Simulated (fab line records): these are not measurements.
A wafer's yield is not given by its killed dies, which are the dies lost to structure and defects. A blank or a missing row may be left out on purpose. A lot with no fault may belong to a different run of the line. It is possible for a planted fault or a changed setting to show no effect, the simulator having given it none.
Split-lot experiment || flow rit-cmos || 23 wafers read across 5 lots, on a route 202 steps long

## THE SPLIT ITSELF
At RIT_NSD_IMPLANT_08, the setting energy-kev was moved away from the recipe's 25 on 11 of the 23 wafers read, by -4.1% to +5.2%. This setting was run at the recipe's value on the other wafers.

Reading taken at the split's own step.

## THE READING
The simulator's own value implant.drp-nm, read by no gauge, in nm at RIT_NSD_IMPLANT_08. The file gives no usual value for it.

{"wafer": "L074.2", "tool, chamber at the split": "implanter-04, 0", "energy-kev as run": 25, "against the recipe": "recipe", "implant.drp-nm, nm": 14.84, "against lot-mates on the recipe": "-"}
{"wafer": "L074.3", "tool, chamber at the split": "implanter-04, 0", "energy-kev as run": 25, "against the recipe": "recipe", "implant.drp-nm, nm": 14.84, "against lot-mates on the recipe": "-"}
{"wafer": "L074.4", "tool, chamber at the split": "implanter-04, 0", "energy-kev as run": 25, "against the recipe": "recipe", "implant.drp-nm, nm": 14.84, "against lot-mates on the recipe": "-"}
{"wafer": "L074.5", "tool, chamber at the split": "implanter-04, 0", "energy-kev as run": 25.39, "against the recipe": "+1.6%", "implant.drp-nm, nm": 14.98, "against lot-mates on the recipe": "+0.14"}
{"wafer": "L074.6", "tool, chamber at the split": "implanter-04, 0", "energy-kev as run": 25.39, "against the recipe": "+1.6%", "implant.drp-nm, nm": 14.98, "against lot-mates on the recipe": "+0.14"}
{"wafer": "L076.1", "tool, chamber at the split": "implanter-02, 0", "energy-kev as run": 25, "against the recipe": "recipe", "implant.drp-nm, nm": 14.84, "against lot-mates on the recipe": "-"}
{"wafer": "L076.6", "tool, chamber at the split": "implanter-02, 0", "energy-kev as run": 25, "against the recipe": "recipe", "implant.drp-nm, nm": 14.84, "against lot-mates on the recipe": "-"}
{"wafer": "L076.2", "tool, chamber at the split": "implanter-02, 0", "energy-kev as run": 23.97, "against the recipe": "-4.1%", "implant.drp-nm, nm": 14.47, "against lot-mates on the recipe": -0.37}
{"wafer": "L076.3", "tool, chamber at the split": "implanter-02, 0", "energy-kev as run": 23.97, "against the recipe": "-4.1%", "implant.drp-nm, nm": 14.47, "against lot-mates on the recipe": -0.37}
{"wafer": "L076.4", "tool, chamber at the split": "implanter-02, 0", "energy-kev as run": 23.97, "against the recipe": "-4.1%", "implant.drp-nm, nm": 14.47, "against lot-mates on the recipe": -0.37}
{"wafer": "L077.1", "tool, chamber at the split": "implanter-02, 0", "energy-kev as run": 25, "against the recipe": "recipe", "implant.drp-nm, nm": 14.84, "against lot-mates on the recipe": "-"}
{"wafer": "L077.3", "tool, chamber at the split": "implanter-02, 0", "energy-kev as run": 25, "against the recipe": "recipe", "implant.drp-nm, nm": 14.84, "against lot-mates on the recipe": "-"}
{"wafer": "L077.2", "tool, chamber at the split": "implanter-02, 0", "energy-kev as run": 26.29, "against the recipe": "+5.2%", "implant.drp-nm, nm": 15.29, "against lot-mates on the recipe": "+0.45"}
{"wafer": "L077.5", "tool, chamber at the split": "implanter-02, 0", "energy-kev as run": 26.29, "against the recipe": "+5.2%", "implant.drp-nm, nm": 15.29, "against lot-mates on the recipe": "+0.45"}
{"wafer": "L077.6", "tool, chamber at the split": "implanter-02, 0", "energy-kev as run": 26.29, "against the recipe": "+5.2%", "implant.drp-nm, nm": 15.29, "against lot-mates on the recipe": "+0.45"}
{"wafer": "L082.2", "tool, chamber at the split": "implanter-04, 0", "energy-kev as run": 25, "against the recipe": "recipe", "implant.drp-nm, nm": 14.84, "against lot-mates on the recipe": "-"}
{"wafer": "L082.6", "tool, chamber at the split": "implanter-04, 0", "energy-kev as run": 25, "against the recipe": "recipe", "implant.drp-nm, nm": 14.84, "against lot-mates on the recipe": "-"}
{"wafer": "L082.3", "tool, chamber at the split": "implanter-04, 0", "energy-kev as run": 25.48, "against the recipe": "+1.9%", "implant.drp-nm, nm": 15.01, "against lot-mates on the recipe": "+0.17"}
{"wafer": "L082.4", "tool, chamber at the split": "implanter-04, 0", "energy-kev as run": 25.48, "against the recipe": "+1.9%", "implant.drp-nm, nm": 15.01, "against lot-mates on the recipe": "+0.17"}
{"wafer": "L082.5", "tool, chamber at the split": "implanter-04, 0", "energy-kev as run": 25.48, "against the recipe": "+1.9%", "implant.drp-nm, nm": 15.01, "against lot-mates on the recipe": "+0.17"}
{"wafer": "L083.1", "tool, chamber at the split": "implanter-03, 0", "energy-kev as run": 25, "against the recipe": "recipe", "implant.drp-nm, nm": 14.84, "against lot-mates on the recipe": "-"}
{"wafer": "L083.3", "tool, chamber at the split": "implanter-03, 0", "energy-kev as run": 25, "against the recipe": "recipe", "implant.drp-nm, nm": 14.84, "against lot-mates on the recipe": "-"}
{"wafer": "L083.4", "tool, chamber at the split": "implanter-03, 0", "energy-kev as run": 25, "against the recipe": "recipe", "implant.drp-nm, nm": 14.84, "against lot-mates on the recipe": "-"}

THE FIT
A straight line over all 23 wafers: implant.drp-nm changes by +0.0884 nm for each +1% of energy-kev; r = +1.00; the points scatter about the line by 0.0029 nm.
The same after taking each lot's own level away (the mean of its wafers on the recipe; 23 wafers): +0.0884 nm for each +1%; r = +1.00; scatter 0.0029 nm.
According to that fit, moving energy-kev by its largest amount changes the reading by 0.46 nm.
The lots' own levels span 14.840 to 14.840 nm.
Hence the lot-to-lot level has little effect on the slope; both slopes agree.
Check: +0.456 nm against its lot-mates is what the line predicts for one of the wafers moved furthest among these (+5.2%) when that wafer is left out of the fit. Against them it came out at +0.45 nm.

## THE OTHER SPLITS THESE WAFERS WENT THROUGH
Other splits were also applied to these wafers ahead of the reading. Each is held against what the fit with the lots' levels taken away leaves over:
{"other split on the same wafers": "RIT_NSD_COAT_01 spin-rpm", "wafers away from the commonest value": 8, "r with implant.drp-nm (lot level and that fit taken away)": "+0.20"}

## THE WHOLE CHAIN: every reading that the file lists as answering this split, in the file's order
{"step": "RIT_NSD_IMPLANT_08", "what it does": "", "reading": "implant.rp-nm (the simulator's own value, which no gauge read)", "change (the file's fit)": "+0.215 nm for each +1% of the setting", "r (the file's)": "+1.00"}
{"step": "RIT_NSD_IMPLANT_08", "what it does": "", "reading": "implant.drp-nm (the simulator's own value, which no gauge read)", "change (the file's fit)": "+0.0892 nm for each +1% of the setting", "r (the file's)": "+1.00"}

## FILE'S OWN FIT
implant.drp-nm changes by +0.0892 nm for each +1% of energy-kev, r = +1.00.
